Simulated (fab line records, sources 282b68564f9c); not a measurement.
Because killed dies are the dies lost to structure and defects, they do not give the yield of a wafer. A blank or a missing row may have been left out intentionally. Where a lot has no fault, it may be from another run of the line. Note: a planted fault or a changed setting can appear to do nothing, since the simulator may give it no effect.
Which tool did it? | flow ritCmos | 39 wafers from 13 lots sampled at 4 of the route's 202 steps

WHAT EACH GAUGE READ, for each wafer
RIT_CONTACT_CD_MEAS_90 targets a cd of 1000 nm.
lot  | measured    | on       | cdNm (nm)
L374 | day 3 10:35 | cdSem-01 | 1001.8 1001.0 1000.3
L375 | day 3 16:40 | cdSem-01 | 997.2 995.9 997.5
L376 | day 3 19:56 | cdSem-01 | 1001.3 1000.7 1001.7
L377 | day 4 02:07 | cdSem-02 | 996.9 997.9 998.1
L378 | day 4 06:37 | cdSem-01 | 999.1 998.0 999.9
L379 | day 4 11:32 | cdSem-02 | 998.0 999.0 999.0
L386 | day 5 22:10 | cdSem-01 | 1000.2 999.0 1002.0
L388 | day 6 08:39 | cdSem-01 | 993.8 995.3 994.1
L392 | day 7 04:16 | cdSem-02 | 999.0 1000.1 1001.3
L394 | day 7 10:03 | cdSem-01 | 1001.2 1000.5 1000.6
L395 | day 7 17:19 | cdSem-01 | 994.9 997.6 994.2
L396 | day 7 21:20 | cdSem-01 | 999.9 999.8 1000.8
L397 | day 8 04:34 | cdSem-01 | 994.7 994.6 995.8

WHAT TOOL EACH LOT RAN ON (gives the tool, then ch and the chambers of the sampled wafers, and finally the start)
lot  | RIT_PWELL_STRIP_09                 | RIT_PSD_HMDS_00                 | RIT_SILICIDE_RTA_06
L374 | plasmaAsher-03 ch 0,1, day 2 00:17 | lithoTrack-02 ch 0, day 3 05:52 | rtpAnneal-01 ch 0, day 3 08:37
L375 | plasmaAsher-04 ch 0,1, day 2 05:18 | lithoTrack-03 ch 0, day 3 11:46 | rtpAnneal-02 ch 0, day 3 14:41
L376 | plasmaAsher-04 ch 0,1, day 2 10:10 | lithoTrack-02 ch 0, day 3 15:02 | rtpAnneal-01 ch 0, day 3 17:59
L377 | plasmaAsher-04 ch 0,1, day 2 14:56 | lithoTrack-04 ch 0, day 3 21:20 | rtpAnneal-02 ch 0, day 4 00:13
L378 | plasmaAsher-04 ch 0,1, day 2 20:15 | lithoTrack-03 ch 0, day 4 02:01 | rtpAnneal-01 ch 0, day 4 04:47
L379 | plasmaAsher-03 ch 0,1, day 3 01:50 | lithoTrack-02 ch 0, day 4 06:47 | rtpAnneal-02 ch 0, day 4 09:35
L386 | plasmaAsher-04 ch 0,1, day 4 13:50 | lithoTrack-03 ch 0, day 5 17:17 | rtpAnneal-01 ch 0, day 5 20:10
L388 | plasmaAsher-02 ch 0,1, day 4 22:26 | lithoTrack-03 ch 0, day 6 03:54 | rtpAnneal-01 ch 0, day 6 06:41
L392 | plasmaAsher-03 ch 0,1, day 5 18:56 | lithoTrack-02 ch 0, day 6 23:41 | rtpAnneal-01 ch 0, day 7 02:26
L394 | plasmaAsher-03 ch 1, day 6 03:31   | lithoTrack-04 ch 0, day 7 05:22 | rtpAnneal-01 ch 0, day 7 08:12
L395 | plasmaAsher-03 ch 0,1, day 6 09:29 | lithoTrack-02 ch 0, day 7 12:44 | rtpAnneal-02 ch 0, day 7 15:30
L396 | plasmaAsher-02 ch 0,1, day 6 14:37 | lithoTrack-04 ch 0, day 7 16:37 | rtpAnneal-01 ch 0, day 7 19:31
L397 | plasmaAsher-03 ch 0,1, day 6 18:35 | lithoTrack-02 ch 0, day 7 23:50 | rtpAnneal-02 ch 0, day 8 02:36
- RIT_PWELL_STRIP_09: strips in O2, time 180 s.
- RIT_PSD_HMDS_00: prime time 60 s.
- RIT_SILICIDE_RTA_06: time 10 s, ramp up 5 s, ramp down 10 s.

AS READ BY THE TOOLS THEMSELVES (means over the sampled wafers that have a number; for cases with no such wafer, the mark the record gives instead)
RIT_PWELL_STRIP_09.
lot  | tool           | drypumpMotorCurrentA (A)
L374 | plasmaAsher-03 | 5.7
L375 | plasmaAsher-04 | 4.9
L376 | plasmaAsher-04 | 5.1
L377 | plasmaAsher-04 | 4.9
L378 | plasmaAsher-04 | 4.9
L379 | plasmaAsher-03 | 5.6
L386 | plasmaAsher-04 | 4.9
L388 | plasmaAsher-02 | 5.4
L392 | plasmaAsher-03 | 5.5
L394 | plasmaAsher-03 | 5.4
L395 | plasmaAsher-03 | 5.7
L396 | plasmaAsher-02 | 6.0
L397 | plasmaAsher-03 | 5.7

RIT_PSD_HMDS_00.
lot  | tool          | chillPlateTempC (C) | primeTempC (C)
L374 | lithoTrack-02 | 22.83               | 139.83
L375 | lithoTrack-03 | 23.00               | 140.04
L376 | lithoTrack-02 | 22.94               | 139.90
L377 | lithoTrack-04 | 23.04               | 139.97
L378 | lithoTrack-03 | 23.01               | 139.91
L379 | lithoTrack-02 | 22.88               | 140.00
L386 | lithoTrack-03 | 22.91               | 141.56
L388 | lithoTrack-03 | 23.21               | 141.70
L392 | lithoTrack-02 | 23.10               | 139.97
L394 | lithoTrack-04 | 23.11               | 140.16
L395 | lithoTrack-02 | 22.95               | 139.81
L396 | lithoTrack-04 | 22.93               | 139.91
L397 | lithoTrack-02 | 22.94               | 140.10

RIT_SILICIDE_RTA_06.
lot  | tool         | wafer_temp_C_max
L374 | rtpAnneal-01 | 755.2
L375 | rtpAnneal-02 | 755.4
L376 | rtpAnneal-01 | 755.0
L377 | rtpAnneal-02 | 755.2
L378 | rtpAnneal-01 | 754.7
L379 | rtpAnneal-02 | 754.7
L386 | rtpAnneal-01 | 754.5
L388 | rtpAnneal-01 | 754.7
L392 | rtpAnneal-01 | 754.9
L394 | rtpAnneal-01 | 754.8
L395 | rtpAnneal-02 | 755.8
L396 | rtpAnneal-01 | 754.6
L397 | rtpAnneal-02 | 757.3

THE ANSWER, worked out from the rows above alone
Rule: the lots themselves supply what counts as usual. Put in order of their means at a reading, lots are off if they are a third of the lots or fewer, leave a main group of 4 or more, and stand apart from it by a gap of 3 or more times the standard deviation of the main group's means; of several such gaps the widest counts. Not used: any main group whose means are identical at the precision the tables above print for the reading. Also off: a lot with no number at a reading for which 4 or more lots have one. All remaining lots with rows at the step are treated as sound. After the gauges, taken in route order, come the tools' own readings; for these a lot's mean is taken, as printed above. The first step at which some lot is off is used, and at that step the reading that is off furthest; a lot without a number counts as furthest.
Off: L386, L388 (RIT_PSD_HMDS_00, primeTempC). Mean 139.96 C and standard deviation 0.1 in the main group.
If a tool, at that step or one of the process steps before it, ran each lot that is off and ran no sound lot following the first of them, it fits. One candidate fits, namely lithoTrack-03 at RIT_PSD_HMDS_00. Its last sound lot is L378 (day 4 02:01), its first lot that is off L386 (day 5 17:17): a fault that began between those two fits.
The tool's own readings at RIT_PSD_HMDS_00 bear it out: on the lots that are off they differ by more than 5 times the standard deviation of the sound lots' means. primeTempC reads 141.63 C there against 139.96 C on the sound lots.

WHAT WAS PUT IN BY THE SIMULATOR
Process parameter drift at RIT_PSD_HMDS_00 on lithoTrack-03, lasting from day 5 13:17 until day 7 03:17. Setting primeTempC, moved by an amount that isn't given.
Shown lots that were struck: L386, L388. This agrees with what the rule above found.
